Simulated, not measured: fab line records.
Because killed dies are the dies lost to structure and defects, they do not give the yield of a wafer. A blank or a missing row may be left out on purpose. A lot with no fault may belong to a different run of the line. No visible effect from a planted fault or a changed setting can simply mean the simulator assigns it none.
fab line records -- flow ritCmos
record lots=13, wafers=39, lastDay=7
route steps=202 shown SILICIDE@162 M1@202
lots that met no fault: taken from a fault-free run of the same line
startH: start of the lot's first displayed wafer, in hours after the record's first day -- waitH: time in hours since the lot's previous step -- " unchanged from the row above -- L1.1+2: a row that stands for several wafers -- - either no value or no given start -- * or withheld: withheld -- < > ~ a bound
route shown NAME@n: NAME is a module with steps in the file, n the number in the route of the first one -- usual: mean and standard deviation over wafers with no fault -- same: alike in all rows -- chamber/n: place in a boat -- sites: each site's reading -- _std_site: the values' standard deviation -- _edge_site: outer sites' mean less inner sites' -- radiusMm: how far each site lies from the wafer's centre -- mask NAME#n: copy n -- behind: the tool/chamber that last shaped the wafer -- hold: the reason the lot was held/the length of the hold in hours/how it ended -- device: whichever transistor did not switch (one of n, p or np) -- end of line: tests run on the same wafers once the route is complete -- where a step has no rows: the recipe by itself -- killed: dies that structure and defects cost at the first sort, which is not the same as the wafer's yield -- map: shows each die of a wafer: x if killed, . if not, _ if none is there
set.NAME: the run value of the setting; set.NAME@STEP: its run value at that earlier step -- model.NAME: the simulator's own value behind a step, which no gauge read
steps of the route over a sample of lots; a table a step, a row a wafer
services: the hour from which a tool's chamber was out of use, counted from the record's first day as startH (under 0 if before that day), plus the number of hours and why
## steps
# step RIT_SILICIDE_SPUTTER_01
# recipe material=Ti, targetThkNm=30, powerW=350, chamberPressurePa=0.667, gas=Ar, timeS=240, substrateTempC=25
# usual cathodeDcPowerW=350.00/0.067, throttleValvePct=29.6/1
# same timeS=240
lot.wafer,tool,chamber,startH,waitH,cathodeDcPowerW,throttleValvePct
L161.2,pvdSputter-04,-,60.45,0.0,350.10,29.8
L161.5,pvdSputter-04,-,60.45,0.0,349.98,27.7
L161.6,pvdSputter-04,-,60.45,0.0,350.04,29.7
L164.2,pvdSputter-03,-,71.81,0.0,350.10,29.0
L164.3,pvdSputter-03,-,71.81,0.0,350.04,30.9
L164.6,pvdSputter-03,-,71.81,0.0,349.99,29.1
L165.1,pvdSputter-04,-,77.20,0.0,350.03,29.5
L165.2,pvdSputter-04,-,77.20,0.0,349.93,29.7
L165.6,pvdSputter-04,-,77.20,0.0,350.08,27.5
L166.2,pvdSputter-03,-,81.75,0.0,349.98,30.7
L166.4,pvdSputter-03,-,81.75,0.0,350.03,29.9
L166.6,pvdSputter-03,-,81.75,0.0,350.04,29.2
L167.1,pvdSputter-04,-,85.48,0.0,349.90,27.7
L167.4,pvdSputter-04,-,85.48,0.0,349.88,29.8
L167.6,pvdSputter-04,-,85.48,0.0,349.99,29.6
L168.1,pvdSputter-03,-,90.95,0.0,349.97,29.2
L168.4,pvdSputter-03,-,90.95,0.0,350.09,29.5
L168.6,pvdSputter-03,-,90.95,0.0,350.12,28.7
L170.1,pvdSputter-03,-,100.45,0.0,350.04,29.1
L170.2,pvdSputter-03,-,100.45,0.0,349.96,28.8
L170.4,pvdSputter-03,-,100.45,0.0,350.04,30.9
L171.1,pvdSputter-04,-,104.32,0.0,350.18,27.9
L171.2,pvdSputter-04,-,104.32,0.0,350.01,29.6
L171.4,pvdSputter-04,-,104.32,0.0,350.06,29.7
L172.1,pvdSputter-03,-,110.35,0.0,350.09,29.9
L172.2,pvdSputter-03,-,110.35,0.0,349.98,30.8
L172.6,pvdSputter-03,-,110.35,0.0,349.88,29.8
L173.2,pvdSputter-04,-,115.12,0.0,350.04,29.3
L173.4,pvdSputter-04,-,115.12,0.0,350.06,30.1
L173.5,pvdSputter-04,-,115.12,0.0,350.05,29.5
L174.2,pvdSputter-03,-,119.45,0.0,349.98,29.1
L174.3,pvdSputter-03,-,119.45,0.0,350.11,29.0
L174.4,pvdSputter-03,-,119.45,0.0,350.01,31.0
L175.2,pvdSputter-04,-,123.34,0.0,350.12,29.9
L175.5,pvdSputter-04,-,123.34,0.0,349.93,29.8
L175.6,pvdSputter-04,-,123.34,0.0,350.08,27.8
L181.2,pvdSputter-03,-,152.76,0.0,350.00,29.8
L181.3,pvdSputter-03,-,152.76,0.0,343.16,28.8
L181.5,pvdSputter-03,-,152.76,0.0,349.99,30.6
# step RIT_M1_PROBE_99
# usual killedAtContacts=0.1/0.31, killedAtFrontEnd=6.3/2.7, killedDies=6.4/2.7, killedOpen=3.3/2, killedShort=3/1.8
# same grossDies=264, killed_at_M0_to_M3=0, killed_at_M4_up=0, killedAtBackSide=0, killedAtOther=0
lot.wafer,tool,chamber,startH,waitH,killedAtContacts,killedAtFrontEnd,killedDies,killedOpen,killedShort
L161.2,prober-01,-,67.85,0.1,0,4,4,1,3
L161.5,prober-01,-,68.00,0.2,0,6,6,2,4
L161.6,prober-01,-,68.05,0.2,0,6,6,3,3
L164.2,prober-02,-,78.96,0.1,0,6,6,3,3
L164.3,prober-02,-,79.01,0.2,0,8,8,4,4
L164.6,prober-02,-,79.16,0.2,0,5,5,3,2
L165.1,prober-01,-,84.12,0.1,0,4,4,3,1
L165.2,prober-01,-,84.17,0.1,0,4,4,3,1
L165.6,prober-01,-,84.37,0.2,0,5,5,2,3
L166.2,prober-02,-,89.48,0.1,0,2,2,1,1
L166.4,prober-02,-,89.58,0.2,0,3,3,0,3
L166.6,prober-02,-,89.68,0.2,0,4,4,3,1
L167.1,prober-01,-,92.48,0.1,0,8,8,4,4
L167.4,prober-01,-,92.63,0.2,0,4,4,3,1
L167.6,prober-01,-,92.73,0.2,0,3,3,0,3
L168.1,prober-02,-,97.99,0.1,0,9,9,4,5
L168.4,prober-02,-,98.14,0.2,0,8,8,6,2
L168.6,prober-02,-,98.24,0.2,0,11,11,7,4
L170.1,prober-02,-,107.37,0.1,0,10,10,4,5
L170.2,prober-02,-,107.42,0.1,0,5,5,2,3
L170.4,prober-02,-,107.52,0.2,0,5,5,2,2
L171.1,prober-01,-,111.20,0.1,0,8,8,3,5
L171.2,prober-01,-,111.25,0.1,0,9,9,3,6
L171.4,prober-01,-,111.35,0.2,0,9,9,5,2
L172.1,prober-02,-,117.40,0.1,0,9,9,4,5
L172.2,prober-02,-,117.45,0.1,0,6,6,5,1
L172.6,prober-02,-,117.65,0.2,0,3,3,2,1
L173.2,prober-02,-,122.31,0.1,0,4,4,2,2
L173.4,prober-02,-,122.41,0.2,0,13,13,10,3
L173.5,prober-02,-,122.46,0.2,0,3,3,3,0
L174.2,prober-01,-,126.51,0.1,1,6,7,3,4
L174.3,prober-01,-,126.56,0.2,1,7,8,3,5
L174.4,prober-01,-,126.61,0.2,0,7,7,4,3
L175.2,prober-02,-,130.17,0.1,0,6,6,4,2
L175.5,prober-02,-,130.32,0.2,0,9,9,3,6
L175.6,prober-02,-,130.37,0.2,0,4,4,3,1
L181.2,prober-02,-,159.78,0.1,0,6,6,3,3
L181.3,prober-02,-,159.83,0.2,0,5,5,4,1
L181.5,prober-02,-,159.93,0.2,0,2,2,2,0
# killed by level:class
L161.2 FOX1:geometricParticle:short=1 GATE:geometricParticle:short=1 REOX:geometricParticle:open=1 SILICIDE:geometricParticle:short=1
L161.5 ACTIVE:geometricParticle:short=1 FOX1:geometricParticle:short=1 REOX:geometricParticle:open=1 SPACER:geometricParticle:short=1 SPACER:geometricParticle:open=1 SILICIDE:geometricParticle:short=1
L161.6 GATE:geometricParticle:open=2 SILICIDE:geometricParticle:short=2 FOX1:geometricParticle:open=1 FOX1:geometricParticle:short=1
L164.2 SPACER:geometricParticle:short=2 GATE:geometricParticle:open=1 REOX:geometricParticle:open=1 SPACER:geometricParticle:open=1 SILICIDE:geometricParticle:short=1
L164.3 FOX2:geometricParticle:short=2 GATE:geometricParticle:open=2 ACTIVE:geometricParticle:open=1 FOX1:geometricParticle:short=1 GATE:geometricParticle:short=1 REOX:geometricParticle:open=1
L164.6 GATE:geometricParticle:short=2 FOX1:geometricParticle:open=1 GATE:geometricParticle:open=1 SILICIDE:geometricParticle:open=1
L165.1 FOX1:geometricParticle:open=1 GATE:geometricParticle:short=1 REOX:geometricParticle:open=1 SILICIDE:geometricParticle:open=1
L165.2 GATE:geometricParticle:open=2 FOX1:geometricParticle:open=1 REOX:geometricParticle:short=1
L165.6 GATE:geometricParticle:short=2 GATE:geometricParticle:open=1 SPACER:geometricParticle:short=1 SPACER:geometricParticle:open=1
L166.2 GATE:geometricParticle:short=1 REOX:geometricParticle:open=1
L166.4 GATE:geometricParticle:short=1 REOX:geometricParticle:short=1 SPACER:geometricParticle:short=1
L166.6 FOX2:geometricParticle:open=1 GATE:geometricParticle:open=1 SPACER:geometricParticle:short=1 SPACER:geometricParticle:open=1
L167.1 FOX1:geometricParticle:open=2 GATE:geometricParticle:short=2 FOX1:geometricParticle:short=1 FOX2:geometricParticle:open=1 GATE:geometricParticle:open=1 REOX:geometricParticle:short=1
L167.4 FOX1:geometricParticle:open=1 REOX:geometricParticle:short=1 REOX:geometricParticle:open=1 SPACER:geometricParticle:open=1
L167.6 FOX1:geometricParticle:short=1 GATE:geometricParticle:short=1 REOX:geometricParticle:short=1
L168.1 GATE:geometricParticle:short=2 GATE:geometricParticle:open=2 SILICIDE:geometricParticle:short=2 FOX1:geometricParticle:open=1 REOX:geometricParticle:open=1 SPACER:geometricParticle:short=1
L168.4 GATE:geometricParticle:open=2 GATE:geometricParticle:short=2 FOX1:geometricParticle:open=1 REOX:geometricParticle:open=1 SPACER:geometricParticle:open=1 SILICIDE:geometricParticle:open=1
L168.6 GATE:geometricParticle:open=5 SPACER:geometricParticle:short=2 FOX2:geometricParticle:open=1 GATE:geometricParticle:short=1 REOX:geometricParticle:short=1 REOX:geometricParticle:open=1
L170.1 GATE:geometricParticle:short=3 FOX2:geometricParticle:open=1 GATE:geometricParticle:open=1 REOX:geometricParticle:short=1 REOX:geometricParticle:open=1 SILICIDE:geometricParticle:open=1 SILICIDE:geometricParticle:short=1 ACTIVE:coatMicrobubblePrinted=1
L170.2 SPACER:geometricParticle:short=2 GATE:geometricParticle:short=1 GATE:geometricParticle:open=1 SILICIDE:geometricParticle:open=1
L170.4 GATE:geometricParticle:short=1 REOX:geometricParticle:open=1 SILICIDE:geometricParticle:short=1 SILICIDE:geometricParticle:open=1 ACTIVE:coatMicrobubblePrinted=1
L171.1 GATE:geometricParticle:open=2 GATE:geometricParticle:short=2 FOX1:geometricParticle:short=1 FOX1:geometricParticle:open=1 REOX:geometricParticle:short=1 SILICIDE:geometricParticle:short=1
L171.2 GATE:geometricParticle:short=3 GATE:geometricParticle:open=2 FOX1:geometricParticle:short=1 SPACER:geometricParticle:short=1 SILICIDE:geometricParticle:short=1 SILICIDE:geometricParticle:open=1
L171.4 FOX1:geometricParticle:open=2 SILICIDE:geometricParticle:open=2 NLDD:coatMicrobubblePrinted=2 FOX1:geometricParticle:short=1 GATE:geometricParticle:short=1 GATE:geometricParticle:open=1
L172.1 REOX:geometricParticle:short=2 GATE:geometricParticle:open=2 FOX1:geometricParticle:open=1 FOX1:geometricParticle:short=1 GATE:geometricParticle:short=1 SPACER:geometricParticle:short=1 SILICIDE:geometricParticle:open=1
L172.2 GATE:geometricParticle:open=3 FOX1:geometricParticle:short=1 FOX2:geometricParticle:open=1 SPACER:geometricParticle:open=1
L172.6 GATE:geometricParticle:short=1 REOX:geometricParticle:open=1 SPACER:geometricParticle:open=1
L173.2 GATE:geometricParticle:open=2 GATE:geometricParticle:short=1 SILICIDE:geometricParticle:short=1
L173.4 GATE:geometricParticle:open=7 SILICIDE:geometricParticle:open=2 FOX1:geometricParticle:short=1 REOX:geometricParticle:open=1 SPACER:geometricParticle:short=1 SILICIDE:geometricParticle:short=1
L173.5 GATE:geometricParticle:open=2 REOX:geometricParticle:open=1
L174.2 REOX:geometricParticle:open=2 FOX2:geometricParticle:short=1 GATE:geometricParticle:open=1 GATE:geometricParticle:short=1 SPACER:geometricParticle:short=1 CONTACT:geometricParticle:short=1
L174.3 GATE:geometricParticle:short=4 GATE:geometricParticle:open=2 FOX1:geometricParticle:open=1 CONTACT:geometricParticle:short=1
L174.4 GATE:geometricParticle:open=2 FOX1:geometricParticle:short=1 REOX:geometricParticle:open=1 REOX:geometricParticle:short=1 SPACER:geometricParticle:open=1 SPACER:geometricParticle:short=1
L175.2 GATE:geometricParticle:open=2 REOX:geometricParticle:open=1 REOX:geometricParticle:short=1 SPACER:geometricParticle:open=1 SPACER:geometricParticle:short=1
L175.5 FOX2:geometricParticle:short=2 FOX2:geometricParticle:open=2 GATE:geometricParticle:short=2 FOX1:geometricParticle:short=1 REOX:geometricParticle:open=1 REOX:geometricParticle:short=1
L175.6 GATE:geometricParticle:open=2 REOX:geometricParticle:short=1 REOX:geometricParticle:open=1
L181.2 FOX1:geometricParticle:open=1 FOX2:geometricParticle:short=1 REOX:geometricParticle:short=1 SPACER:geometricParticle:short=1 SPACER:geometricParticle:open=1 SILICIDE:geometricParticle:open=1
L181.3 FOX1:geometricParticle:open=1 GATE:geometricParticle:open=1 REOX:geometricParticle:open=1 SPACER:geometricParticle:open=1 SILICIDE:geometricParticle:short=1
L181.5 GATE:geometricParticle:open=1 REOX:geometricParticle:open=1
## services
tool,chamber,startH,hours,kind
pvdSputter-04,-,62.21,2.7,repair
pvdSputter-04,-,147.69,5.4,repair
## key
firstSign step=RIT_SILICIDE_SPUTTER_01, reading=cathodeDcPowerW, direction=down, sigmas=99+, usual=350.00, struck=343.16
effect none on later readings
metAt RIT_SILICIDE_SPUTTER_01
struckLots L181
struckWafers L181.3
testerLeftOut L181
onsetBetween 119.45 152.76
fault kind=processParameterDrift, tool=pvdSputter-03, chamber=-, onsetH=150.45, steps=RIT_SILICIDE_SPUTTER_01, channel=powerW, offset=-6.712, shape=step, endH=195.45, stated=350, scope=struckWafersOnly
# testerLeftOut: of these lots the tester's yield and bins aren't shown, on N5 and GAA mostly nor the transistor test; their killed dies are dies lost to structure and defects alone, not to doping, threshold or leakage, so they don't give the yield
